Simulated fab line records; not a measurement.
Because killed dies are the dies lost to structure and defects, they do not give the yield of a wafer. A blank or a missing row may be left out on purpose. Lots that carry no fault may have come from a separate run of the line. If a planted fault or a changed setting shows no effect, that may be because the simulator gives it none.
The same fault as seen by 2 desks    flow berkeleyCmos170    every desk sees just its own numbers, and what lay behind them comes last

## FROM THE METROLOGY DESK
What the gauges read for every lot (on any tool): the sampled wafers with a number, averaged. A lot is out of limits, marked OUT, if its mean lies more than 4 standard deviations from the usual mean; the brackets give that distance.
Columns: A = ACTIVE_OVL at UCB170_ACTIVE_OVL_MEAS_14, usual 0 nm; B = cdNm at UCB170_M1_CD_MEAS_90, usual 700.6 nm
lot   first seen here  A   B
L385  day 6 02:41      6   700.1
L387  day 6 17:14      -1  699.0
L389  day 6 17:29      3   701.2
L388  day 6 18:13      -2  703.3
L396  day 7 17:22      -1  701.6
L395  day 7 17:50      -9  701.9
L401  day 8 05:00      -4  698.7
L399  day 8 05:17      1   700.1
L400  day 8 05:32      -1  701.4
L398  day 8 05:40      6   701.0
L403  day 8 20:37      -5  699.6
L405  day 9 07:54      1   699.2
L404  day 9 08:09      -7  699.9
L406  day 9 18:46      8   702.0
This desk's verdict: no lot among the 14 shows anything out of limits.

## THE TOOL OWNER'S DESK: wetBench-01
The tool's own readings at UCB170_PWELL_WET_ETCH_20 (etches SiO2 in BOE, time 22 s): means of the sampled wafers that have a number, for each lot that ran on this tool. A lot is out of limits, marked OUT, if its mean lies more than 4 standard deviations from the usual mean; the brackets give that distance.
Columns: A = bathHeatDutyPct at UCB170_PWELL_WET_ETCH_20, usual 6.3 %; B = runLengthS at UCB170_PWELL_WET_ETCH_20, usual 50.0 s; C = tempC at UCB170_PWELL_WET_ETCH_20, usual 24.98 C
lot   first seen here  A    B     C
L385  day 5 00:23      5.4  50.2  24.99
L401  day 7 00:53      5.8  49.1  25.00
L399  day 7 04:55      6.4  48.0  24.91
L400  day 7 04:55      6.2  48.3  25.02
L405  day 8 02:29      5.7  48.6  24.95
This desk's verdict: no lot among the 5 shows anything out of limits.

## TAKEN TOGETHER
Metrology desk: nothing out of limits seen.
Nothing out of limits was seen by the tool owner's desk.

## WHAT THE SIMULATOR HAD PUT IN
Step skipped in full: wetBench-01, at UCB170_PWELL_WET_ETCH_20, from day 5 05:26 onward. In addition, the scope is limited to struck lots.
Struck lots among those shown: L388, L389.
